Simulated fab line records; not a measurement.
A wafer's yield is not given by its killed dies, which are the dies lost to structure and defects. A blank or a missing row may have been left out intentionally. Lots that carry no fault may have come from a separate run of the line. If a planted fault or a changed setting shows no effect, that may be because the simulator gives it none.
A lot that was struck, set against a sound lot	flow rit-cmos	17 out of 202 route steps
Sound: these wafers, L911.1, L911.3, L911.6. Wafers L913.1, L913.2, L913.3 were the ones struck. The cause is named last.
Per side, at each step with rows, come the tool, then ch with its chambers, and then its first start. Under that, the readings that differ: sound wafers	struck wafers	difference of the means	sigmas: that difference in standard deviations of wafers without a fault.
alike: same words and numbers on both sides, and readings whose means sit less than 2 such deviations apart. not compared: any withheld reading, any reading some wafer has no value for, any bound like >300 that may hide the same value, and any number with overlapping values for which the record gives no deviation.
A row with sigmas, a row that says differs or no value, or rows on one side alone: a step with any of these is where the two part. Numbers that have no deviation but don't overlap get no sigmas and don't part them. A reading that every wafer of one side lacks parts them only if that side has two wafers or more.

RIT_NWELL_TW_MEAS_10:
  sound on film-metro-03 at day 3 15:22; struck on film-metro-04 at day 4 01:12
  alike: NWELL_TW
then, 6 steps without rows for these wafers: RIT_PWELL_HMDS_00 (prime time 60 s); RIT_PWELL_COAT_01 (resist thk 1300 nm); RIT_PWELL_SOFTBAKE_02 (time 60 s); RIT_PWELL_EXPOSE_03 (exposes mask M3, target cd 43700 nm); RIT_PWELL_PEB_04; RIT_PWELL_DEVELOP_05 (develop time 68 s).
RIT_PWELL_OVL_MEAS_06:
  sound on overlay-02 at day 3 16:26; struck on overlay-02 at day 4 02:16
  alike: PWELL_OVL
then, 2 steps without rows for these wafers: RIT_PWELL_HARDBAKE_07 (time 120 s); RIT_PWELL_IMPLANT_08.
RIT_PWELL_STRIP_09: strips in O2, time 180 s.
  sound on plasma-asher-03 ch 0,1, day 3 16:52; struck on plasma-asher-01 ch 0,1, day 4 02:42
  alike: drypump-motor-current-A
  not compared: rf-hours-counter-h
RIT_PWELL_TW_MEAS_10:
  sound on film-metro-03 at day 3 17:02; struck on film-metro-03 at day 4 02:53
  alike: PWELL_TW
RIT_WELLDRIVE_ANNEAL_00: time 14700 s.
  sound on furnace-04 ch 0, day 3 17:06; struck on furnace-04 ch 0, day 4 04:20
reading	sound	struck	difference	sigmas
spike-tc-centre-C (C)	1100.0 1101.2 1103.6	1092.9 1094.6 1094.0	-7.8	-6
spike-tc-load-C (C)	1130.8 1131.0 1131.4	1121.6 1121.2 1121.9	-9.5	-6
spike-tc-source-C (C)	1127.8 1128.1 1129.4	1120.9 1119.9 1118.3	-8.7	-4
tube-center-temp-C (C)	1100 1100.2 1099.9	1092 1091.8 1092	-8	-74
tube_center_temp_C_max	1103.0 1103.0 1103.2	1093.9 1095.2 1094.4	-8.6	-19
RIT_WELLDRIVE_RS_MEAS_01: measures by four-point-probe.
  sound on film-metro-03 at day 3 22:11; struck on film-metro-04 at day 4 09:25
reading	sound	struck	difference	sigmas
NWELL_RS (ohm/sq)	276.4 276.3 275.7	283.7 283.9 283.9	+7.7	+10
RIT_WELLDRIVE_RS_MEAS_02: measures by four-point-probe.
  sound on film-metro-03 at day 3 22:18; struck on film-metro-04 at day 4 09:32
reading	sound	struck	difference	sigmas
PWELL_RS (ohm/sq)	429.0 428.4 428.7	436.8 436.7 436.4	+7.9	+6
then, 1 step without rows for these wafers: RIT_NRETRO_HMDS_00 (prime time 60 s).
RIT_M1_PROBE_99:
  sound on prober-01 at day 5 10:57; struck on prober-02 at day 5 17:34
reading	sound	struck	difference	sigmas
model.etest.nwell-pinched.rs-ohm-sq	338.3 337.1 335.8	353.9 356.1 353.5	+17.4	
model.etest.pwell-pinched.rs-ohm-sq	447 451.5 442.9	468.4 469.7 467.4	+21.4	
model.etest.pwell.rs-ohm-sq	409.2 413 403	428.7 425.2 425	+17.9	
model.etest.field-n.vt-v (V)	34.58 34.34 34	37.1 36.61 36.53	+2.4	
model.etest.field-p-metal.vt-v (V)	-29 -29.35 -29.45	-28.08 -28.43 -28.09	+1.07	
model.etest.field-p.vt-v (V)	-12.71 -12.73 -12.71	-12.42 -12.41 -12.41	+0.30	
  alike: killed-at-contacts, killed-at-front-end, killed-dies, killed-open, killed-short
  not compared: model.etest.diode-pplus-nwell.bv-v, model.etest.diode-pplus-comb.cj-ff-um2

## WHERE THEY PART
First at RIT_WELLDRIVE_ANNEAL_00; last, within this record, at RIT_WELLDRIVE_RS_MEAS_02. Later steps at which nothing parts them and some readings are alike: RIT_M1_PROBE_99.

WHY: whatever the simulator had introduced
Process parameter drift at RIT_WELLDRIVE_ANNEAL_00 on furnace-04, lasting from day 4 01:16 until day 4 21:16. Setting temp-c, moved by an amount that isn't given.
